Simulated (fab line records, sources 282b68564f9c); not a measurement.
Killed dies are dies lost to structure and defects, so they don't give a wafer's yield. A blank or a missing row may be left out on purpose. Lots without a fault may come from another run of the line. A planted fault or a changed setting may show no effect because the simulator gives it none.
Which tool did it? | flow rit_cmos | 14 lots, 42 wafers sampled, at 1 step of a route of 202

WHAT THE GAUGES READ, wafer by wafer
The record holds no reading of a measuring or inspecting step that can be judged against a usual standard deviation.

WHICH TOOL RAN EACH LOT (tool, then ch and the chambers of the sampled wafers, then the start)
lot  | RIT_PWELL_DEVELOP_05
L900 | litho_track-04 ch 0, day 2 08:00
L902 | litho_track-03 ch 0, day 2 18:00
L903 | litho_track-03 ch 0, day 3 01:00
L910 | litho_track-02, day 4 11:00
L911 | litho_track-04, day 4 15:00
L912 | litho_track-04 ch 0, day 4 23:00
L913 | litho_track-03 ch 0, day 5 03:00
L914 | litho_track-03 ch 0, day 5 07:00
L915 | litho_track-04 ch 0, day 5 12:00
L916 | litho_track-02 ch 0, day 5 17:00
L918 | litho_track-03 ch 0, day 6 03:00
L919 | litho_track-03 ch 0, day 6 07:00
L920 | litho_track-03 ch 0, day 6 13:00
L921 | litho_track-04 ch 0, day 6 17:00
- RIT_PWELL_DEVELOP_05: develop time 68 s.

WHAT THE TOOLS THEMSELVES READ (means of the sampled wafers that have a number; where no wafer has one, the mark that the record gives instead)
RIT_PWELL_DEVELOP_05.
lot  | tool           | chill_plate_temp_C (C)
L900 | litho_track-04 | 23.02
L902 | litho_track-03 | 22.83
L903 | litho_track-03 | 22.89
L910 | litho_track-02 | -
L911 | litho_track-04 | -
L912 | litho_track-04 | 23.05
L913 | litho_track-03 | 22.96
L914 | litho_track-03 | 23.01
L915 | litho_track-04 | 23.06
L916 | litho_track-02 | 23.00
L918 | litho_track-03 | 23.12
L919 | litho_track-03 | 22.98
L920 | litho_track-03 | 22.93
L921 | litho_track-04 | 23.18

THE ANSWER, worked out from the rows above alone
Rule: what is usual is taken from the lots themselves. Put in order of their means at a reading, lots are off if they are a third of the lots or fewer, leave a main group of 4 or more, and stand apart from it by a gap of 3 or more times the standard deviation of the main group's means; of several such gaps the widest counts. A main group whose means are all the same, to the digits that the tables above print for the reading, isn't used. A lot without any number at a reading at which 4 lots or more have one is off too. The other lots that the step has rows for count as sound. The gauges are gone through in route order, then the tools' own readings, and for those a lot's mean is taken as printed above. The first step at which some lot is off is used, and at that step the reading that is off furthest; a lot without a number counts as furthest.
Off: L910, L911, at RIT_PWELL_DEVELOP_05 (chill_plate_temp_C). Without a number there: L910, L911. The main group: mean 23.00 C, standard deviation 0.092.
A tool fits if, at that step or a process step before it, it ran every lot that is off, and no sound lot after the first of them. None of those tried fits.

WHAT THE SIMULATOR HAD PUT IN
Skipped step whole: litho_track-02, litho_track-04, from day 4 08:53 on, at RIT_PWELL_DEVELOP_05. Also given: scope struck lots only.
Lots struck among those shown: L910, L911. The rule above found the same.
